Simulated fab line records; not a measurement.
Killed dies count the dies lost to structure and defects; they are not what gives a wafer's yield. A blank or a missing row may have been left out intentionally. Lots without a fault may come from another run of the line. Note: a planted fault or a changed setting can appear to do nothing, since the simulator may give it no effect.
fab line records -- flow rit_cmos
record lots=7, wafers=21, last_day=7
route steps=202 shown PLDD@118 SPACER@125 M1@202
lots with no fault: from the same line, run without faults
start_h: the number of hours between the record's first day and the start of the first shown wafer of the lot -- wait_h: how many hours have passed since the lot's step before this one -- " repeats the value in the row above -- L1.1+2: a row that stands for several wafers -- - value missing, or start not given -- * or withheld: withheld -- < > ~ a bound
route shown NAME@n: names a module that has steps shown in the file, with the first one's number in the route -- usual: mean/standard deviation taken from wafers without a fault -- same: alike in all rows -- chamber/n: place in a boat -- sites: each site's reading -- _std_site: how widely they spread, as a standard deviation -- _edge_site: mean of outer sites minus mean of inner sites -- radius_mm: for every site, how far away it sits from the centre of the wafer -- mask NAME#n: copy n -- behind: tool/chamber where the wafer was last shaped -- hold: cause of the lot's hold/its duration in hours/its outcome -- device: names the non-switching transistor (n, p or np) -- end of line: the same wafers' tests at the end of the route -- a step given without rows: its recipe and nothing more -- killed: count of dies lost to structure and defects at first sort (not the wafer's yield) -- map: a wafer's dies, marking killed ones x, the rest . and places with no die _
set.NAME: the setting the step ran with; set.NAME@STEP: the setting that earlier step ran with -- model.NAME: the simulator's own value behind a step, which no gauge read
lots at some steps of the route; a table a step, a row a wafer
services: when a tool's chamber went out of use (start_h, in hours from the record's first day, below 0 if earlier), for how many hours, and the reason
## steps
# step RIT_PLDD_PEB_04
# recipe resist=NOVOLAK, temp_c=withheld, time_s=withheld
# step RIT_PLDD_DEVELOP_05
# recipe resist=NOVOLAK, develop_time_s=50, dev_temp_c=23
# step RIT_PLDD_OVL_MEAS_06
# usual PLDD_OVL=-0.7/1.1
lot.wafer,tool,chamber,start_h,wait_h,PLDD_OVL[nm]
L953.2,overlay-02,-,52.14,-,0.0
L953.5,overlay-02,-,52.14,-,0.0
L953.6,overlay-02,-,52.14,-,-0.5
L955.1,overlay-01,-,59.72,-,-0.9
L955.2,overlay-01,-,59.72,-,0.2
L955.6,overlay-01,-,59.72,-,-0.8
L956.1,overlay-02,-,65.96,-,-2.7
L956.4,overlay-02,-,65.96,-,0.5
L956.6,overlay-02,-,65.96,-,-0.4
L957.1,overlay-02,-,69.98,-,-2.8
L957.2,overlay-02,-,69.98,-,-2.1
L957.4,overlay-02,-,69.98,-,-0.4
L958.1,overlay-01,-,74.29,-,-1.2
L958.3,overlay-01,-,74.29,-,-2.9
L958.5,overlay-01,-,74.29,-,-2.3
L969.2,overlay-02,-,134.59,-,-0.1
L969.4,overlay-02,-,134.59,-,-0.5
L969.6,overlay-02,-,134.59,-,2.0
L974.2,overlay-01,-,160.69,-,-0.1
L974.3,overlay-01,-,160.69,-,-1.9
L974.4,overlay-01,-,160.69,-,-1.2
# step RIT_PLDD_HARDBAKE_07
# recipe resist=NOVOLAK, temp_c=140, time_s=60
# step RIT_PLDD_IMPLANT_08
# recipe species=BF2, energy_kev=20, dose_cm2=9e+14, tilt_deg=7
# step RIT_PLDD_STRIP_09
# recipe chemistry=O2, time_s=180, resist=NOVOLAK, platen_temp_c=withheld, power_w=500, pressure_mtorr=4000, o2_flow_sccm=4000
# usual chamber_pressure_mTorr=4000/3.6, drypump_motor_current_A=5.86/0.19
# same time_s=180
lot.wafer,tool,chamber,start_h,wait_h,chamber_pressure_mTorr,drypump_motor_current_A,rf_hours_counter_h
L953.2,plasma_asher-01,1,52.47,0.1,4003,5.66,41
L953.5,plasma_asher-01,0,52.47,0.1,4000,5.66,-
L953.6,plasma_asher-01,1,52.47,0.1,4000,5.67,-
L955.1,plasma_asher-01,1,60.05,0.1,3999,5.66,42
L955.2,plasma_asher-01,0,60.05,0.1,3996,5.66,42
L955.6,plasma_asher-01,1,60.05,0.1,3995,5.62,-
L956.1,plasma_asher-03,1,66.30,0.1,3996,5.96,29
L956.4,plasma_asher-03,1,66.30,0.1,3994,5.96,-
L956.6,plasma_asher-03,0,66.30,0.1,4000,6.16,-
L957.1,plasma_asher-03,0,70.31,0.1,3998,6.14,29
L957.2,plasma_asher-03,1,70.31,0.1,4005,5.96,29
L957.4,plasma_asher-03,0,70.31,0.1,4001,6.22,-
L958.1,plasma_asher-01,0,74.63,0.1,4006,5.65,44
L958.3,plasma_asher-01,1,74.63,0.1,4002,5.67,-
L958.5,plasma_asher-01,1,74.63,0.1,4001,5.68,-
L969.2,plasma_asher-03,0,134.92,0.1,4000,6.14,37
L969.4,plasma_asher-03,1,134.92,0.1,4000,5.94,-
L969.6,plasma_asher-03,1,134.92,0.1,4001,5.94,-
L974.2,plasma_asher-01,0,161.10,0.1,3992,5.64,51
L974.3,plasma_asher-01,1,161.10,0.1,3996,5.69,-
L974.4,plasma_asher-01,0,161.10,0.1,4007,5.64,-
# step RIT_PLDD_TW_MEAS_10
# usual PLDD_TW=2325/24
lot.wafer,tool,chamber,start_h,wait_h,PLDD_TW
L953.2,film_metro-01,-,52.65,0.1,2315
L953.5,film_metro-01,-,52.65,0.1,2308
L953.6,film_metro-01,-,52.65,0.1,2317
L955.1,film_metro-04,-,60.23,0.1,2356
L955.2,film_metro-04,-,60.23,0.1,2356
L955.6,film_metro-04,-,60.23,0.1,2336
L956.1,film_metro-01,-,66.47,0.1,2304
L956.4,film_metro-01,-,66.47,0.1,2298
L956.6,film_metro-01,-,66.47,0.1,2320
L957.1,film_metro-01,-,70.49,0.1,2308
L957.2,film_metro-01,-,70.49,0.1,2319
L957.4,film_metro-01,-,70.49,0.1,2313
L958.1,film_metro-01,-,74.80,0.1,2300
L958.3,film_metro-01,-,74.80,0.1,2321
L958.5,film_metro-01,-,74.80,0.1,2298
L969.2,film_metro-04,-,135.11,0.1,2364
L969.4,film_metro-04,-,135.11,0.1,2362
L969.6,film_metro-04,-,135.11,0.1,2353
L974.2,film_metro-01,-,161.29,0.1,2337
L974.3,film_metro-01,-,161.29,0.1,2331
L974.4,film_metro-01,-,161.29,0.1,2333
# step RIT_SPACER_CLEAN_00
# recipe chemistry=SC1, mix=3:3:50, time_s=600, temp_c=75
# step RIT_SPACER_CLEAN_01
# recipe chemistry=dHF, dilution=50:1, time_s=30
# step RIT_SPACER_CLEAN_02
# recipe chemistry=SC2, mix=3:3:50, time_s=600, temp_c=75, dry=n2_spin
# step RIT_SPACER_CVD_03
# recipe material=Si3N4, target_thk_nm=250, temp_c=810, precursor=SiH2Cl2/NH3, time_s=3300, pressure_mtorr=300, sih2cl2_flow_sccm=60, nh3_flow_sccm=150
# step RIT_SPACER_THK_MEAS_04
# recipe reads=Si3N4_of_SPACER_CVD_03
# usual SPACER_NITRIDE_THK=250.4/2.5
lot.wafer,tool,chamber,start_h,wait_h,SPACER_NITRIDE_THK[nm]
L953.2,film_metro-03,-,55.03,0.0,246.6
L953.5,film_metro-03,-,55.03,0.0,244.5
L953.6,film_metro-03,-,55.03,0.0,244.7
L955.1,film_metro-01,-,63.90,0.0,250.0
L955.2,film_metro-01,-,63.90,0.0,252.8
L955.6,film_metro-01,-,63.90,0.0,251.9
L956.1,film_metro-03,-,69.01,0.0,250.5
L956.4,film_metro-03,-,69.01,0.0,250.0
L956.6,film_metro-03,-,69.01,0.0,248.6
L957.1,film_metro-02,-,73.54,0.0,245.5
L957.2,film_metro-02,-,73.54,0.0,246.5
L957.4,film_metro-02,-,73.54,0.0,243.5
L958.1,film_metro-03,-,77.18,0.0,249.1
L958.3,film_metro-03,-,77.18,0.0,250.3
L958.5,film_metro-03,-,77.18,0.0,249.5
L969.2,film_metro-01,-,137.45,0.0,250.7
L969.4,film_metro-01,-,137.45,0.0,250.3
L969.6,film_metro-01,-,137.45,0.0,250.0
L974.2,film_metro-01,-,163.66,0.0,250.0
L974.3,film_metro-01,-,163.66,0.0,251.8
L974.4,film_metro-01,-,163.66,0.0,249.5
# step RIT_SPACER_ETCHBACK_05
# recipe target_depth_a=2500, SF6_flow_sccm=30, CHF3_flow_sccm=30, target=Si3N4, chemistry=SF6/CHF3, pressure_mtorr=40, rf_w=250, time_s=246.9, stop_on=SiO2
# usual CHF3_flow_sccm=30.00/0.089, SF6_flow_sccm=30.00/0.089, chamber_pressure_mTorr=40.00/0.038, drypump_motor_current_A=5.80/0.28, oes_product_au=0.845/0.015, throttle_valve_pct=10.28/0.17, time_s=246.9/0
lot.wafer,tool,chamber,start_h,wait_h,CHF3_flow_sccm,SF6_flow_sccm,chamber_pressure_mTorr,drypump_motor_current_A,oes_product_au,rf_hours_counter_h,throttle_valve_pct,time_s,model.poly-Si_of_GATE_CVD_08.thk_nm,model.Si3N4_of_SPACER_CVD_03.thk_nm,model.SiO2_of_FOX2_OXIDATION_00.thk_nm
L953.2,rie_diel-03,2,55.08,0.0,30.02,29.87,40.04,6.41,0.817,150,10.13,246.9,164.7,192.3,193.7
L953.5,rie_diel-03,1,55.08,0.0,30.15,30.10,40.02,5.94,0.830,-,10.46,246.9,162.8,190.7,189.7
L953.6,rie_diel-03,3,55.08,0.0,29.90,30.18,40.04,6.07,0.839,-,10.38,246.9,163.1,190.9,192.4
L955.1,rie_diel-01,1,63.96,0.1,-,-,-,-,-,-,-,-,232.6,250,220.8
L955.2,rie_diel-01,2,63.96,0.1,-,-,-,-,-,-,-,-,231.6,252.8,219.7
L955.6,rie_diel-01,0,63.96,0.1,-,-,-,-,-,-,-,-,232.3,251.8,221.6
L956.1,rie_diel-03,0,69.07,0.1,-,-,-,-,-,-,-,-,234.1,250.7,224.1
L956.4,rie_diel-03,2,69.07,0.1,-,-,-,-,-,-,-,-,233.3,250,219.7
L956.6,rie_diel-03,1,69.07,0.1,-,-,-,-,-,-,-,-,234.3,248.7,219
L957.1,rie_diel-03,3,73.60,0.1,-,-,-,-,-,-,-,-,230.9,245.4,224
L957.2,rie_diel-03,2,73.60,0.1,-,-,-,-,-,-,-,-,231.5,246.5,226.3
L957.4,rie_diel-03,1,73.60,0.1,-,-,-,-,-,-,-,-,228.9,243.7,218.3
L958.1,rie_diel-01,1,77.24,0.1,30.01,29.97,39.92,5.80,0.837,5,10.36,246.9,168.6,193.9,175.9
L958.3,rie_diel-01,0,77.24,0.1,29.92,29.78,39.98,5.84,0.858,3,10.11,246.9,170.8,195.5,185.1
L958.5,rie_diel-01,0,77.24,0.1,30.10,29.94,40.05,5.84,0.863,-,10.09,246.9,168.9,195.1,178
L969.2,rie_diel-02,0,137.50,0.0,30.17,30.00,39.95,5.09,0.830,8,10.00,246.9,162.3,195.3,186.6
L969.4,rie_diel-02,1,137.50,0.0,30.20,30.00,39.96,5.37,0.851,4,10.40,246.9,165.4,195.2,181.2
L969.6,rie_diel-02,2,137.50,0.0,29.95,29.95,39.97,5.64,0.839,-,10.11,246.9,164.1,194,182.1
L974.2,rie_diel-03,0,163.71,0.0,30.05,29.96,39.96,5.82,0.820,101,10.55,246.9,163.7,194,177.7
L974.3,rie_diel-03,3,163.71,0.0,30.07,30.06,40.03,6.08,0.852,4,10.40,246.9,163.2,196.4,179.8
L974.4,rie_diel-03,3,163.71,0.0,30.12,30.01,39.98,6.08,0.839,-,10.40,246.9,163,194.8,177.5
# step RIT_M1_PROBE_99
# usual killed_at_contacts=0.0/0.2, killed_at_front_end=6.6/2.8, killed_dies=6.6/2.8, killed_on_rim=1.8/1.2, killed_open=3.3/1.9, killed_short=3.2/1.8
# same gross_dies=264, killed_at_M0_to_M3=0, killed_at_M4_up=0, killed_at_back_side=0, killed_at_other=0
lot.wafer,tool,chamber,start_h,wait_h,killed_at_contacts,killed_at_front_end,killed_dies,killed_on_rim,killed_open,killed_short
L953.2,prober-01,-,66.63,0.1,0,6,6,3,4,2
L953.5,prober-01,-,66.78,0.2,0,4,4,2,0,3
L953.6,prober-01,-,66.83,0.2,0,8,8,3,4,4
L955.1,prober-01,-,75.09,0.1,0,264,264,70,2,6
L955.2,prober-01,-,75.14,0.1,0,264,264,70,3,1
L955.6,prober-01,-,75.34,0.2,0,264,264,70,4,1
L956.1,prober-02,-,79.82,0.1,1,263,264,70,4,1
L956.4,prober-02,-,79.97,0.2,0,264,264,70,2,3
L956.6,prober-02,-,80.07,0.2,0,264,264,70,3,4
L957.1,prober-01,-,84.81,0.1,0,264,264,70,0,4
L957.2,prober-01,-,84.86,0.1,0,264,264,70,9,1
L957.4,prober-01,-,84.96,0.2,0,264,264,70,4,2
L958.1,prober-02,-,88.67,0.1,0,9,9,0,3,6
L958.3,prober-02,-,88.77,0.2,0,9,9,5,4,5
L958.5,prober-02,-,88.87,0.2,1,5,6,2,2,4
L969.2,prober-01,-,149.76,0.1,0,4,4,1,0,4
# killed by level:class
L953.2 GATE:geometric_particle:open=3 FOX2:geometric_particle:short=1 REOX:geometric_particle:short=1 SPACER:geometric_particle:open=1
L953.5 FOX1:geometric_particle:short=1 GATE:geometric_particle:short=1 REOX:geometric_particle:short=1 GATE:coat_microbubble_printed=1
L953.6 GATE:geometric_particle:open=3 FOX2:geometric_particle:short=1 GATE:geometric_particle:short=1 REOX:geometric_particle:short=1 SPACER:geometric_particle:short=1 SILICIDE:geometric_particle:open=1
L955.1 SPACER:area_etchback=256 GATE:geometric_particle:short=2 GATE:geometric_particle:open=2 ACTIVE:geometric_particle:short=1 FOX1:geometric_particle:short=1 REOX:geometric_particle:short=1 SPACER:geometric_particle:short=1
L955.2 SPACER:area_etchback=260 FOX1:geometric_particle:open=1 GATE:geometric_particle:open=1 SPACER:geometric_particle:short=1 SILICIDE:geometric_particle:open=1
L955.6 SPACER:area_etchback=259 SILICIDE:geometric_particle:open=2 GATE:geometric_particle:open=1 REOX:geometric_particle:open=1 SILICIDE:geometric_particle:short=1
L956.1 SPACER:area_etchback=259 FOX1:geometric_particle:open=1 FOX2:geometric_particle:open=1 GATE:geometric_particle:open=1 SILICIDE:geometric_particle:short=1 CONTACT:geometric_particle:open=1
L956.4 SPACER:area_etchback=259 GATE:geometric_particle:short=2 FOX1:geometric_particle:open=1 FOX2:geometric_particle:short=1 GATE:geometric_particle:open=1
L956.6 SPACER:area_etchback=257 GATE:geometric_particle:open=2 SILICIDE:geometric_particle:short=2 FOX1:geometric_particle:open=1 GATE:geometric_particle:short=1 SPACER:geometric_particle:short=1
L957.1 SPACER:area_etchback=260 SILICIDE:geometric_particle:short=3 FOX1:geometric_particle:short=1
L957.2 SPACER:area_etchback=254 FOX1:geometric_particle:open=5 SILICIDE:geometric_particle:open=2 FOX2:geometric_particle:open=1 REOX:geometric_particle:open=1 SILICIDE:geometric_particle:short=1
L957.4 SPACER:area_etchback=258 GATE:geometric_particle:open=2 REOX:geometric_particle:open=2 FOX1:geometric_particle:short=1 GATE:geometric_particle:short=1
L958.1 GATE:geometric_particle:short=5 SILICIDE:geometric_particle:open=2 GATE:geometric_particle:open=1 SPACER:geometric_particle:short=1
L958.3 SPACER:geometric_particle:open=3 FOX2:geometric_particle:short=2 REOX:geometric_particle:short=2 GATE:geometric_particle:open=1 SILICIDE:geometric_particle:short=1
L958.5 FOX2:geometric_particle:open=1 GATE:geometric_particle:short=1 SPACER:geometric_particle:short=1 SILICIDE:geometric_particle:short=1 SILICIDE:geometric_particle:open=1 CONTACT:geometric_particle:short=1
L969.2 GATE:geometric_particle:short=3 FOX1:geometric_particle:short=1
# map L955.1 (x killed, . not)
________xxxxxxx_______
_____xxxxxxxxxxxxx____
____xxxxxxxxxxxxxxx___
___xxxxxxxxxxxxxxxxx__
__xxxxxxxxxxxxxxxxxxx_
__xxxxxxxxxxxxxxxxxxx_
_xxxxxxxxxxxxxxxxxxxxx
_xxxxxxxxxxxxxxxxxxxxx
_xxxxxxxxxxxxxxxxxxxxx
_xxxxxxxxxxxxxxxxxxxxx
__xxxxxxxxxxxxxxxxxxx_
__xxxxxxxxxxxxxxxxxxx_
___xxxxxxxxxxxxxxxxx__
____xxxxxxxxxxxxxxx___
_____xxxxxxxxxxxxx____
________xxxxxxx_______
# map L956.1 (x killed, . not)
________xxxxxxx_______
_____xxxxxxxxxxxxx____
____xxxxxxxxxxxxxxx___
___xxxxxxxxxxxxxxxxx__
__xxxxxxxxxxxxxxxxxxx_
__xxxxxxxxxxxxxxxxxxx_
_xxxxxxxxxxxxxxxxxxxxx
_xxxxxxxxxxxxxxxxxxxxx
_xxxxxxxxxxxxxxxxxxxxx
_xxxxxxxxxxxxxxxxxxxxx
__xxxxxxxxxxxxxxxxxxx_
__xxxxxxxxxxxxxxxxxxx_
___xxxxxxxxxxxxxxxxx__
____xxxxxxxxxxxxxxx___
_____xxxxxxxxxxxxx____
________xxxxxxx_______
## services
tool,chamber,start_h,hours,kind
rie_diel-02,-,32.40,0.6,repair
rie_diel-03,0,33.92,22.8,repair
rie_diel-02,3,46.97,1.7,repair
plasma_asher-03,-,57.27,5.9,repair
rie_diel-01,-,60.43,1.9,repair
rie_diel-03,-,101.04,41.0,repair
plasma_asher-01,-,105.85,1.3,repair
plasma_asher-01,-,108.39,19.9,repair
rie_diel-01,3,123.45,7.3,repair
rie_diel-03,0,136.82,14.8,repair
rie_diel-03,2,151.58,-,clean
rie_diel-03,2,151.58,19.4,scheduled_down
rie_diel-03,2,151.58,19.4,vent_cycle
## key
first_sign step=RIT_SPACER_ETCHBACK_05, reading=tool_record, direction=missing
effect step=RIT_M1_PROBE_99, reading=killed_at_front_end, direction=up, sigmas=92, usual=6.6, struck=263.9
model_effect step=RIT_SPACER_ETCHBACK_05, value=poly-Si_of_GATE_CVD_08.thk_nm, without=165.2, struck=232.2
more_kills_born_at RIT_SPACER_ETCHBACK_05@rie_diel-03=1547, RIT_SPACER_ETCHBACK_05@rie_diel-01=775
met_at RIT_SPACER_ETCHBACK_05
struck_wafers L955.1,L955.2,L955.6,L956.1,L956.4,L956.6,L957.1,L957.2,L957.4
later_rows_left_out L955.1,L955.2,L955.6,L956.1,L956.4,L956.6,L957.1,L957.2,L957.4
tester_left_out L955,L956,L957
onset_between 55.08 63.96
fault kind=skipped_step_whole, tool=rie_diel-01,rie_diel-03, chamber=-, onset_h=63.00, steps=RIT_SPACER_ETCHBACK_05, scope=struck_lots_only
# tester_left_out: of these lots the tester's yield and bins aren't shown, on N5 and GAA mostly nor the transistor test; their killed dies are dies lost to structure and defects alone, not to doping, threshold or leakage, so they don't give the yield
# later_rows_left_out: the simulator's readings of these wafers behind a module that went badly wrong aren't trusted and aren't shown, but for the sort
